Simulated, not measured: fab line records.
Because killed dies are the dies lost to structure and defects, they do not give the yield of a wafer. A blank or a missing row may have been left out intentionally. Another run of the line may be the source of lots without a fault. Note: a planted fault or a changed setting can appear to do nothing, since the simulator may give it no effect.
Comparing a struck lot with a sound one || flow rit-cmos || 40 out of 202 route steps
Sound: the wafers L305.1, L305.5, L305.6. Wafers struck: L320.2, L320.4, L320.5. At the end, the cause is stated.
For every step that has rows: the tool of each side, followed by ch and its chambers, followed by its first start. Under that, the readings that differ: sound wafers || struck wafers || difference of the means || sigmas: that difference in standard deviations of wafers without a fault.
alike: words and numbers the same on both sides, and readings whose means are apart by under 2 such deviations; not compared: readings that were withheld, readings missing a value for some wafer, numbers with overlapping values and no deviation given by the record, and bounds like >300 which may hide the same value.
The two part at a step that has a row with sigmas, a row that says differs or no value, or rows on one side only. Non-overlapping numbers with no deviation appear without sigmas and do not part them. A reading missing from all wafers of one side parts the sides only when that side holds two or more wafers.

RIT_SILICIDE_RS_MEAS_02: measurement is done with a four-point probe.
  sound on film-metro-02 at day 3 03:35; struck on film-metro-02 at day 11 05:46
  alike: SILICIDE_TI_RS
RIT_SILICIDE_THK_MEAS_03: measures by xrf.
  sound on film-metro-02 at day 3 03:42; struck on film-metro-02 at day 11 05:53
  alike: SILICIDE_TI_THK
then, 3 steps without rows for these wafers: RIT_SILICIDE_RTA_04 (time 10 s, ramp up 5 s, ramp down 5 s); RIT_SILICIDE_WET_ETCH_05 (etches Ti in SPM, time 120 s); RIT_SILICIDE_RTA_06 (time 10 s, ramp up 5 s, ramp down 10 s).
RIT_CONTACT_CVD_00: deposits SiO2 from TEOS, target thk 400 nm, time 61 s.
  sound on pecvd-03 ch 0,1, day 3 03:56; struck on pecvd-03 ch 0,1, day 11 06:07
  alike: heater-power-w, rf-fwd-power-W
RIT_CONTACT_THK_MEAS_01:
  sound on film-metro-01 at day 3 03:59; struck on film-metro-01 at day 11 06:10
  alike: CONTACT_TEOS_THK
then, 5 steps without rows for these wafers: RIT_CONTACT_HMDS_02 (prime time 60 s); RIT_CONTACT_COAT_03 (resist thk 1000 nm); RIT_CONTACT_SOFTBAKE_04 (time 60 s); RIT_CONTACT_EXPOSE_05 (exposes mask M11, target cd 1000 nm); RIT_CONTACT_PEB_06.
RIT_CONTACT_DEVELOP_07: develop time 120 s.
  sound on litho-track-02 ch 0, day 3 04:00; struck on litho-track-02 ch 0, day 11 07:00
  alike: developer-temp-C
RIT_CONTACT_CD_MEAS_08: the cd target is 1000 nm.
  sound on cd-sem-02 at day 3 05:08; struck on cd-sem-01 at day 11 07:28
  alike: cd-nm
RIT_CONTACT_OVL_MEAS_09:
  sound on overlay-02 at day 3 05:16; struck on overlay-01 at day 11 07:34
  alike: CONTACT_OVL
then, 1 step without rows for these wafers: RIT_CONTACT_HARDBAKE_10 (time 60 s).
RIT_CONTACT_ETCH_11: etches SiO2 in CHF3/CF4/Ar, stops on TiSi2, target depth 480 nm, time 320 s.
  sound on rie-diel-01 ch 0,1,2, day 3 05:26; struck on rie-diel-03 ch 2,3, day 11 07:45
{"reading": "CHF3_flow_sccm (sccm)", "sound": "49.79 49.85 49.79", "struck": "50.20 50.28 49.98", "difference": "+0.34", "sigmas": "+2"}
  alike: chamber-pressure-mTorr, drypump-motor-current-A, oes-product-au, rf-fwd-power-W, throttle-valve-pct
  not compared: rf-hours-counter-h
RIT_CONTACT_STRIP_12: strips in O2, time 180 s.
  sound on plasma-asher-01 ch 0,1, day 3 05:38; struck on plasma-asher-03 ch 0,1, day 11 07:56
  alike: chamber-pressure-mTorr, drypump-motor-current-A
  not compared: rf-hours-counter-h
RIT_CONTACT_CD_MEAS_90: the cd target is 1000 nm.
  sound on cd-sem-01 at day 3 05:49; struck on cd-sem-01 at day 11 08:08
  alike: cd-nm
then, 2 steps without rows for these wafers: RIT_CONTACT_CLEAN_13 (cleans in SC1, time 600 s); RIT_CONTACT_CLEAN_14 (cleans in SC2, time 600 s).
RIT_M1_SPUTTER_00: material Al, target thk 400 nm, time 500 s.
  sound on pvd-sputter-03 at day 3 06:17; struck on pvd-sputter-04 at day 11 08:36
  alike: throttle-valve-pct
RIT_M1_RS_MEAS_01: measurement is done with a four-point probe.
  sound on film-metro-03 at day 3 06:35; struck on film-metro-04 at day 11 08:56
  alike: M1_AL_RS
RIT_M1_THK_MEAS_02: measures by xrf.
  sound on film-metro-03 at day 3 06:42; struck on film-metro-04 at day 11 09:03
  alike: M1_AL_THK
then, 6 steps without rows for these wafers: RIT_M1_HMDS_03 (prime time 60 s); RIT_M1_COAT_04 (resist thk 1300 nm); RIT_M1_SOFTBAKE_05 (time 60 s); RIT_M1_EXPOSE_06 (exposes mask M12, target cd 2600 nm); RIT_M1_PEB_07; RIT_M1_DEVELOP_08 (develop time 68 s).
RIT_M1_CD_MEAS_09: the cd target is 2600 nm.
  sound on cd-sem-02 at day 3 07:38; struck on cd-sem-02 at day 11 10:07
  alike: cd-nm
RIT_M1_OVL_MEAS_10:
  sound on overlay-01 at day 3 07:46; struck on overlay-01 at day 11 10:14
  alike: M1_OVL
then, 3 steps without rows for these wafers: RIT_M1_HARDBAKE_11 (time 120 s); RIT_M1_METAL_ETCH_12 (etches Al in Cl2/BCl3, stops on SiO2, time 165 s, target depth 600 nm); RIT_M1_STRIP_13 (strips in nmp, time 600 s).
RIT_M1_STRIP_14: strips in O2, time 180 s.
  sound on plasma-asher-04 ch 0,1, day 3 08:23; struck on plasma-asher-02 ch 0,1, day 11 10:52
  alike: chamber-pressure-mTorr, drypump-motor-current-A
  not compared: rf-hours-counter-h
RIT_M1_CD_MEAS_90: the cd target is 2600 nm.
  sound on cd-sem-01 at day 3 08:34; struck on cd-sem-02 at day 11 11:04
  alike: cd-nm
then, 1 step without rows for these wafers: RIT_M1_ANNEAL_15 (time 1800 s).
RIT_M1_BOW_MEAS_16:
  sound on film-metro-03 at day 3 10:11; struck on film-metro-04 at day 11 13:11
  alike: M1_BOW
RIT_M1_PROBE_99:
  sound on prober-01 at day 3 10:18; struck on prober-02 at day 11 13:20
{"reading": "model.etest.nmos_0p15.gate-bv-v (V)", "sound": "4.873 4.844 4.878", "struck": "4.409 4.415 4.456", "difference": -0.438, "sigmas": ""}
{"reading": "model.etest.pmos_0p15.gate-bv-v (V)", "sound": "4.777 4.706 4.766", "struck": "4.297 4.295 4.357", "difference": -0.433, "sigmas": ""}
{"reading": "model.etest.pmos_0p15.bv-v (V)", "sound": "5.66 5.619 5.652", "struck": "5.355 5.358 5.396", "difference": -0.274, "sigmas": ""}
{"reading": "model.etest.pmos_0p3.bv-v (V)", "sound": "5.66 5.619 5.652", "struck": "5.354 5.358 5.395", "difference": -0.275, "sigmas": ""}
{"reading": "model.etest.nmos_0p3.bv-v (V)", "sound": "5.48 5.493 5.493", "struck": "5.271 5.268 5.285", "difference": -0.214, "sigmas": ""}
{"reading": "model.etest.nmos_0p15.bv-v (V)", "sound": "5.48 5.493 5.493", "struck": "5.271 5.268 5.285", "difference": -0.214, "sigmas": ""}
  alike: killed-at-contacts, killed-at-front-end, killed-dies, killed-open, killed-short

== WHERE THEY PART ==
Only at RIT_CONTACT_ETCH_11, as far as this record shows. Later steps at which nothing parts them and some readings are alike: RIT_CONTACT_STRIP_12, RIT_CONTACT_CD_MEAS_90, RIT_M1_SPUTTER_00, RIT_M1_RS_MEAS_01, RIT_M1_THK_MEAS_02, RIT_M1_CD_MEAS_09, RIT_M1_OVL_MEAS_10, RIT_M1_STRIP_14, RIT_M1_CD_MEAS_90, RIT_M1_BOW_MEAS_16, RIT_M1_PROBE_99.

WHY: what had been put in by the simulator
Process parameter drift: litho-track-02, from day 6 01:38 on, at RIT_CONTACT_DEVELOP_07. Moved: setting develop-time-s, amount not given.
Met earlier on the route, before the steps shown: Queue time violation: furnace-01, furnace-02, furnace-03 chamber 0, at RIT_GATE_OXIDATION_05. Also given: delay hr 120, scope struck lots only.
